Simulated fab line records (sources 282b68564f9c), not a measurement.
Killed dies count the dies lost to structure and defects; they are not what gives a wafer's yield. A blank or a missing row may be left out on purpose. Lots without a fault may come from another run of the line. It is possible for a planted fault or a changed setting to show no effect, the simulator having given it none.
fab line records	flow ritCmos
[record] lots = 6	wafers = 18	lastDay = 7
route steps=202 shown GATE@83 M1@202
lots that met no fault: from a run of the same line without faults
startH: the number of hours between the record's first day and the start of the first shown wafer of the lot	waitH: hours from the lot's prior step to this one	" repeats the value in the row above	L1.1+2: a single row standing in for several wafers	- no value, or no start given	* or withheld: withheld	< > ~ a bound
route shown NAME@n: a module of which the file shows steps, and the number in the route of the first	usual: mean and standard deviation over wafers with no fault	same: alike in all rows	chamber/n: place in a boat	sites: each site's reading	_std_site: the values' standard deviation	_edge_site: the outer-site mean with the inner-site mean subtracted	radiusMm: for every site, how far away it sits from the centre of the wafer	mask NAME#n: copy n	behind: tool/chamber where the wafer was last shaped	hold: the reason the lot was held/the length of the hold in hours/how it ended	device: the n, p or np transistor that did not switch	end of line: tests of these same wafers at the route's end	for a step that has no rows: nothing shown but its recipe	killed: dies that structure and defects cost at the first sort, which is not the same as the wafer's yield	map: a wafer's dies, marking killed ones x, the rest . and places with no die _
set.NAME: the setting the step ran with; set.NAME@STEP: the setting that earlier step ran with	model.NAME: the simulator's own value behind a step, which no gauge read
certain route steps with their lots: each step a table, each wafer a row
services: when a tool's chamber went out of use (startH, in hours from the record's first day, below 0 if earlier), for how many hours, and the reason
[[steps]]
[step RIT_GATE_THK_MEAS_07]
[recipe] reads = SiO2_of_GATE_OXIDATION_05
[usual] GATE_OXIDE_THK = 2.99/0.068
lot.wafer	tool	chamber	startH	waitH	GATE_OXIDE_THK[nm]
L516.2	filmMetro-02	-	71.56	0.0	2.89
L516.3	"	-	"	"	2.90
L516.6	"	-	"	"	2.85
L523.1	filmMetro-01	-	110.68	0.0	3.03
L523.3	"	-	"	"	3.13
L523.4	"	-	"	"	3.05
L524.1	filmMetro-04	-	119.97	0.0	2.98
L524.2	"	-	"	"	2.93
L524.6	"	-	"	"	2.96
L529.1	filmMetro-04	-	138.88	0.0	2.88
L529.4	"	-	"	"	2.97
L529.6	"	-	"	"	2.89
L530.1	filmMetro-04	-	148.64	0.0	3.01
L530.2	"	-	"	"	3.02
L530.3	"	-	"	"	3.03
L531.2	filmMetro-04	-	153.23	0.0	2.98
L531.4	"	-	"	"	3.03
L531.5	"	-	"	"	2.99
[step RIT_GATE_CVD_08]
[recipe] material = poly-Si	targetThkNm = 250	tempC = 610	precursor = SiH4	timeS = 2220	pressureMtorr = 300	sih4FlowSccm = 100
[step RIT_GATE_THK_MEAS_09]
[recipe] reads = poly-Si_of_GATE_CVD_08
[usual] GATE_POLY_THK = 250.0/2.5
lot.wafer	tool	chamber	startH	waitH	GATE_POLY_THK[nm]
L516.2	filmMetro-04	-	73.23	0.0	249.8
L516.3	"	-	"	"	247.1
L516.6	"	-	"	"	250.1
L523.1	filmMetro-02	-	112.36	0.0	246.4
L523.3	"	-	"	"	245.2
L523.4	"	-	"	"	244.9
L524.1	filmMetro-04	-	121.65	0.0	249.9
L524.2	"	-	"	"	253.4
L524.6	"	-	"	"	250.8
L529.1	filmMetro-01	-	141.37	0.0	247.7
L529.4	"	-	"	"	249.8
L529.6	"	-	"	"	247.9
L530.1	filmMetro-04	-	150.31	0.0	249.4
L530.2	"	-	"	"	251.5
L530.3	"	-	"	"	250.9
L531.2	filmMetro-01	-	154.91	0.0	246.6
L531.4	"	-	"	"	247.3
L531.5	"	-	"	"	249.8
[step RIT_GATE_HMDS_10]
[recipe] primeTimeS = 60	primeTempC = 140
[step RIT_GATE_COAT_11]
[recipe] resist = NOVOLAK	spinRpm = 4250	resistThkNm = 850
[step RIT_GATE_SOFTBAKE_12]
[recipe] resist = NOVOLAK	tempC = 90	timeS = 60
[step RIT_GATE_EXPOSE_13]
[recipe] maskId = M6	na = 0.6	sourceShape = conventional	sigmaOuter = 0.6	targetCdNm = 150	doseMj = 380
[step RIT_GATE_PEB_14]
[recipe] resist = NOVOLAK	tempC = withheld	timeS = withheld
[step RIT_GATE_DEVELOP_15]
[recipe] resist = NOVOLAK	developTimeS = 50	devTempC = 23
[step RIT_GATE_CD_MEAS_16]
[recipe] targetCdNm = 150
[usual] cdNm = 149.3/2.2
lot.wafer	tool	chamber	startH	waitH	cdNm
L516.2	cdSem-01	-	74.27	-	147.3
L516.3	"	-	"	"	148.9
L516.6	"	-	"	"	147.2
L523.1	cdSem-02	-	113.27	-	154.0
L523.3	"	-	"	"	151.5
L523.4	"	-	"	"	150.4
L524.1	cdSem-01	-	122.68	-	151.6
L524.2	"	-	"	"	151.4
L524.6	"	-	"	"	150.2
L529.1	cdSem-01	-	142.63	-	151.0
L529.4	"	-	"	"	150.9
L529.6	"	-	"	"	151.0
L530.1	cdSem-02	-	151.22	-	149.6
L530.2	"	-	"	"	150.1
L530.3	"	-	"	"	149.2
L531.2	cdSem-02	-	155.93	-	148.8
L531.4	"	-	"	"	147.3
L531.5	"	-	"	"	151.7
[step RIT_GATE_OVL_MEAS_17]
[usual] GATE_OVL = -0.1/1.3
lot.wafer	tool	chamber	startH	waitH	GATE_OVL[nm]
L516.2	overlay-01	-	74.37	0.1	-0.5
L516.3	"	-	"	"	-1.8
L516.6	"	-	"	"	-2.1
L523.1	overlay-01	-	113.39	0.1	0.9
L523.3	"	-	"	"	-0.6
L523.4	"	-	"	"	0.1
L524.1	overlay-01	-	122.80	0.1	-1.0
L524.2	"	-	"	"	1.8
L524.6	"	-	"	"	0.0
L529.1	overlay-02	-	142.75	0.1	0.0
L529.4	"	-	"	"	-1.0
L529.6	"	-	"	"	-2.2
L530.1	overlay-01	-	151.34	0.1	-1.1
L530.2	"	-	"	"	-2.2
L530.3	"	-	"	"	-1.9
L531.2	overlay-02	-	156.03	0.1	-2.3
L531.4	"	-	"	"	-3.3
L531.5	"	-	"	"	-1.4
[step RIT_GATE_HARDBAKE_18]
[recipe] resist = NOVOLAK	tempC = 140	timeS = 60
[step RIT_GATE_ETCH_19]
[recipe] chemistry = SF6/CHF3/O2	timeS = 165	SF6_flow_sccm = 30	CHF3_flow_sccm = 30	O2_flow_sccm = 5	target = poly-Si	pressureMtorr = 40	rfW = 160	targetDepthA = 3125	overEtchFrac = 0.25	stopOn = SiO2
[usual] CHF3_flow_sccm = 30.00/0.084	O2_flow_sccm = 4.999/0.015	drypumpMotorCurrentA = 5.6/0.37	oesProductAu = 0.856/0.013	throttleValvePct = 10.28/0.15	timeS = 165/0
lot.wafer	tool	chamber	startH	waitH	CHF3_flow_sccm	O2_flow_sccm	drypumpMotorCurrentA	oesProductAu	rfHoursCounterH	throttleValvePct	timeS	model.NOVOLAK_of_GATE_COAT_11.thkNm	model.SiO2_of_FOX2_OXIDATION_00.thkNm
L516.2	rieSi-02	0	74.55	0.1	30.06	4.984	5.7	0.875	2	10.34	165	667.4	252
L516.3	"	3	"	"	30.01	4.990	5.5	0.837	14	10.04	165	673.4	251.6
L516.6	"	2	"	"	30.17	5.010	6.2	0.853	-	10.32	165	673.4	260.6
L523.1	rieSi-01	1	113.67	0.1	-	-	-	-	-	-	-	755.6	253.7
L523.3	"	3	"	"	-	-	-	-	-	-	-	754.1	257.9
L523.4	"	0	"	"	-	-	-	-	-	-	-	755	256.4
L524.1	rieSi-02	2	122.99	0.1	-	-	-	-	-	-	-	752.3	253.5
L524.2	"	3	"	"	-	-	-	-	-	-	-	751.6	254
L524.6	"	0	"	"	-	-	-	-	-	-	-	753.1	251.9
L529.1	rieSi-01	1	142.94	0.1	30.00	4.987	6.2	0.857	27	10.59	165	675.3	249.6
L529.4	"	2	"	"	30.07	5.055	5.1	0.861	19	10.30	165	677.8	246.8
L529.6	"	2	"	"	29.94	5.020	5.2	0.852	-	10.30	165	677.3	249.9
L530.1	rieSi-02	0	151.53	0.1	29.90	5.001	5.7	0.867	2	10.33	165	661.4	247.5
L530.2	"	2	"	"	30.06	4.994	6.2	0.861	138	10.30	165	669.6	242.9
L530.3	"	3	"	"	30.09	4.996	5.5	0.853	15	10.04	165	667.8	250.3
L531.2	rieSi-01	0	156.21	0.1	29.90	4.978	5.3	0.853	1	10.24	165	663.8	245.6
L531.4	"	3	"	"	30.09	4.985	5.7	0.828	3	10.32	165	671.5	241.1
L531.5	"	1	"	"	30.00	4.999	6.2	0.852	-	10.60	165	671.3	238.5
[step RIT_GATE_STRIP_20]
[recipe] chemistry = O2	timeS = 180	resist = NOVOLAK	platenTempC = withheld	powerW = 500	pressureMtorr = 4000	o2FlowSccm = 4000
[usual] drypumpMotorCurrentA = 5.74/0.24
[same] timeS = 180
lot.wafer	tool	chamber	startH	waitH	drypumpMotorCurrentA	rfHoursCounterH
L516.2	plasmaAsher-03	0	74.66	0.1	6.02	43
L516.3	"	0	"	"	6.00	-
L516.6	"	1	"	"	5.67	-
L523.1	plasmaAsher-01	0	113.78	0.1	5.63	29
L523.3	"	1	"	"	5.63	-
L523.4	"	0	"	"	5.61	-
L524.1	plasmaAsher-03	0	123.10	0.1	6.02	48
L524.2	"	1	"	"	5.66	48
L524.6	"	0	"	"	6.04	-
L529.1	plasmaAsher-03	0	143.05	0.1	6.06	51
L529.4	"	1	"	"	5.66	-
L529.6	"	1	"	"	5.66	-
L530.1	plasmaAsher-01	0	151.64	0.1	5.62	34
L530.2	"	1	"	"	5.67	34
L530.3	"	1	"	"	5.64	-
L531.2	plasmaAsher-02	0	156.32	0.1	6.05	4
L531.4	"	0	"	"	6.07	-
L531.5	"	0	"	"	6.07	-
[step RIT_GATE_CD_MEAS_90]
[recipe] targetCdNm = 150
[usual] cdNm = 149.2/2.2
lot.wafer	tool	chamber	startH	waitH	cdNm
L516.2	cdSem-02	-	74.86	0.1	147.2
L516.3	"	-	"	"	148.5
L516.6	"	-	"	"	147.4
L523.1	cdSem-01	-	113.95	0.1	-
L523.3	"	-	"	"	-
L523.4	"	-	"	"	-
L524.1	cdSem-01	-	123.27	0.1	-
L524.2	"	-	"	"	-
L524.6	"	-	"	"	-
L529.1	cdSem-01	-	143.22	0.1	150.9
L529.4	"	-	"	"	150.9
L529.6	"	-	"	"	151.4
L530.1	cdSem-02	-	151.81	0.1	149.4
L530.2	"	-	"	"	150.0
L530.3	"	-	"	"	149.3
L531.2	cdSem-02	-	156.52	0.1	148.9
L531.4	"	-	"	"	147.4
L531.5	"	-	"	"	151.6
[step RIT_M1_PROBE_99]
[usual] killedAtContacts = 0.1/0.23	killedAtFrontEnd = 7/3.1	killedDies = 7/3.1	killedOnRim = 1.8/1.4	killedOpen = 3.3/2	killedShort = 3.6/1.9
[same] grossDies = 264	killed_at_M0_to_M3 = 0	killed_at_M4_up = 0	killedAtBackSide = 0	killedAtOther = 0
lot.wafer	tool	chamber	startH	waitH	hold	killedAtContacts	killedAtFrontEnd	killedDies	killedOnRim	killedOpen	killedShort
L516.2	prober-01	-	94.68	0.1	-	0	5	5	0	4	1
L516.3	prober-01	-	94.73	0.2	-	0	7	7	0	3	4
L516.6	prober-01	-	94.88	0.2	-	0	4	4	0	2	2
L523.1	prober-02	-	133.62	0.1	awaitDispo/3.1h/scrap	0	264	264	70	1	2
L523.3	prober-02	-	133.72	0.2	awaitDispo/3.1h/scrap	0	264	264	70	3	2
L523.4	prober-02	-	133.77	0.2	awaitDispo/3.1h/scrap	0	264	264	70	2	5
L524.1	prober-01	-	144.25	0.1	awaitDispo/4.1h/scrap	0	264	264	70	2	4
L524.2	prober-01	-	144.30	0.1	awaitDispo/4.1h/scrap	0	264	264	70	1	1
L524.6	prober-01	-	144.50	0.2	awaitDispo/4.1h/scrap	0	264	264	70	1	4
L529.1	prober-02	-	163.84	0.1	-	0	11	11	5	4	7
L529.4	prober-02	-	163.99	0.2	-	0	11	11	3	5	6
L529.6	prober-02	-	164.09	0.2	-	0	6	6	0	3	3
L530.1	prober-01	-	172.97	0.1	-	0	7	7	3	3	4
L530.2	prober-01	-	173.02	0.1	-	0	9	9	4	5	4
L530.3	prober-01	-	173.07	0.2	-	1	4	5	0	4	1
L531.2	prober-01	-	178.72	0.1	-	0	4	4	1	4	0
L531.4	prober-01	-	178.82	0.2	-	0	9	9	4	5	4
L531.5	prober-01	-	178.87	0.2	-	0	5	5	0	4	1
// killed by level:class
L516.2 FOX2:geometricParticle:open=1 GATE:geometricParticle:open=1 SPACER:geometricParticle:open=1 SPACER:geometricParticle:short=1 SILICIDE:geometricParticle:open=1
L516.3 SPACER:geometricParticle:short=2 GATE:geometricParticle:short=1 GATE:geometricParticle:open=1 SPACER:geometricParticle:open=1 SILICIDE:geometricParticle:short=1 SILICIDE:geometricParticle:open=1
L516.6 FOX1:geometricParticle:open=2 GATE:geometricParticle:short=1 SPACER:geometricParticle:short=1
L523.1 GATE:areaEtch=261 FOX2:geometricParticle:short=1 SPACER:geometricParticle:short=1 SILICIDE:geometricParticle:open=1
L523.3 GATE:areaEtch=259 FOX1:geometricParticle:open=1 GATE:geometricParticle:short=1 SPACER:geometricParticle:short=1 SPACER:geometricParticle:open=1 SILICIDE:geometricParticle:open=1
L523.4 GATE:areaEtch=257 GATE:geometricParticle:short=2 SILICIDE:geometricParticle:short=2 FOX1:geometricParticle:open=1 GATE:geometricParticle:open=1 SPACER:geometricParticle:short=1
L524.1 GATE:areaEtch=258 GATE:geometricParticle:short=2 FOX2:geometricParticle:open=1 FOX2:geometricParticle:short=1 REOX:geometricParticle:open=1 SPACER:geometricParticle:short=1
L524.2 GATE:areaEtch=262 REOX:geometricParticle:short=1 SILICIDE:geometricParticle:open=1
L524.6 GATE:areaEtch=259 ACTIVE:geometricParticle:short=1 FOX1:geometricParticle:short=1 GATE:geometricParticle:open=1 GATE:geometricParticle:short=1 SPACER:geometricParticle:short=1
L529.1 GATE:geometricParticle:open=2 GATE:geometricParticle:short=2 FOX1:geometricParticle:short=1 FOX2:geometricParticle:short=1 REOX:geometricParticle:short=1 REOX:geometricParticle:open=1 SPACER:geometricParticle:short=1 SILICIDE:geometricParticle:open=1
L529.4 GATE:geometricParticle:open=3 FOX1:geometricParticle:open=2 GATE:geometricParticle:short=2 FOX1:geometricParticle:short=1 FOX2:geometricParticle:short=1 SPACER:geometricParticle:short=1 SILICIDE:geometricParticle:short=1
L529.6 GATE:geometricParticle:open=2 FOX1:geometricParticle:short=1 FOX2:geometricParticle:short=1 FOX2:geometricParticle:open=1 SPACER:geometricParticle:short=1
L530.1 REOX:geometricParticle:short=3 GATE:geometricParticle:open=2 FOX1:geometricParticle:short=1 FOX2:geometricParticle:open=1
L530.2 GATE:geometricParticle:open=4 FOX1:geometricParticle:short=1 FOX2:geometricParticle:short=1 REOX:geometricParticle:short=1 SPACER:geometricParticle:open=1 SILICIDE:geometricParticle:short=1
L530.3 GATE:geometricParticle:open=3 GATE:geometricParticle:short=1 CONTACT:geometricParticle:open=1
L531.2 GATE:geometricParticle:open=2 SPACER:geometricParticle:open=1 SILICIDE:geometricParticle:open=1
L531.4 SPACER:geometricParticle:short=2 GATE:geometricParticle:open=2 GATE:geometricParticle:short=2 SILICIDE:geometricParticle:open=2 FOX1:geometricParticle:open=1
L531.5 GATE:geometricParticle:open=2 REOX:geometricParticle:open=2 SPACER:geometricParticle:short=1
// map L523.1 (x killed, . not)
________xxxxxxx_______
_____xxxxxxxxxxxxx____
____xxxxxxxxxxxxxxx___
___xxxxxxxxxxxxxxxxx__
__xxxxxxxxxxxxxxxxxxx_
__xxxxxxxxxxxxxxxxxxx_
_xxxxxxxxxxxxxxxxxxxxx
_xxxxxxxxxxxxxxxxxxxxx
_xxxxxxxxxxxxxxxxxxxxx
_xxxxxxxxxxxxxxxxxxxxx
__xxxxxxxxxxxxxxxxxxx_
__xxxxxxxxxxxxxxxxxxx_
___xxxxxxxxxxxxxxxxx__
____xxxxxxxxxxxxxxx___
_____xxxxxxxxxxxxx____
________xxxxxxx_______
// map L524.1 (x killed, . not)
________xxxxxxx_______
_____xxxxxxxxxxxxx____
____xxxxxxxxxxxxxxx___
___xxxxxxxxxxxxxxxxx__
__xxxxxxxxxxxxxxxxxxx_
__xxxxxxxxxxxxxxxxxxx_
_xxxxxxxxxxxxxxxxxxxxx
_xxxxxxxxxxxxxxxxxxxxx
_xxxxxxxxxxxxxxxxxxxxx
_xxxxxxxxxxxxxxxxxxxxx
__xxxxxxxxxxxxxxxxxxx_
__xxxxxxxxxxxxxxxxxxx_
___xxxxxxxxxxxxxxxxx__
____xxxxxxxxxxxxxxx___
_____xxxxxxxxxxxxx____
________xxxxxxx_______
[[services]]
tool	chamber	startH	hours	kind
plasmaAsher-01	-	50.84	2.4	repair
plasmaAsher-03	-	92.75	3.4	repair
plasmaAsher-01	-	102.78	0.8	repair
plasmaAsher-02	-	108.75	9.0	pm
plasmaAsher-02	0	108.75	9.0	ventCycle
plasmaAsher-02	1	108.75	9.0	ventCycle
plasmaAsher-02	0	117.75	-	clean
plasmaAsher-02	1	117.75	-	clean
rieSi-02	2	128.05	5.3	repair
rieSi-02	1	133.32	-	clean
rieSi-02	1	133.32	19.2	scheduledDown
rieSi-02	1	133.32	19.2	ventCycle
plasmaAsher-03	-	150.50	1.7	repair
[[key]]
[firstSign] step = RIT_GATE_ETCH_19	reading = toolRecord	direction = missing
[effect] step = RIT_GATE_CD_MEAS_90	reading = cdNm	direction = missing	through = controlLoop
[effect] step = RIT_M1_PROBE_99	reading = killedDies	direction = up	sigmas = 84	usual = 7	struck = 264
[modelEffect] step = RIT_GATE_ETCH_19	value = NOVOLAK_of_GATE_COAT_11.thkNm	without = 671.6	struck = 753.6
[moreKillsBornAt] RIT_GATE_ETCH_19@rieSi-02 = 779	RIT_GATE_ETCH_19@rieSi-01 = 777
metAt RIT_GATE_ETCH_19
struckWafers L523.1,L523.3,L523.4,L524.1,L524.2,L524.6
laterRowsLeftOut L523.1,L523.3,L523.4,L524.1,L524.2,L524.6
testerLeftOut L523,L524
[loopTrim] step = RIT_GATE_EXPOSE_13	setting = dose	lots = L524
onsetBetween 74.55 113.67
[fault] kind = skippedStepWhole	tool = rieSi-01,rieSi-02	chamber = -	onsetH = 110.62	steps = RIT_GATE_ETCH_19	scope = struckLotsOnly
// testerLeftOut: of these lots the tester's yield and bins aren't shown, on N5 and GAA mostly nor the transistor test; their killed dies are dies lost to structure and defects alone, not to doping, threshold or leakage, so they don't give the yield
// laterRowsLeftOut: the simulator's readings of these wafers behind a module that went badly wrong aren't trusted and aren't shown, but for the sort
// loopTrim: a control loop set the setting to another value than it would have without faults
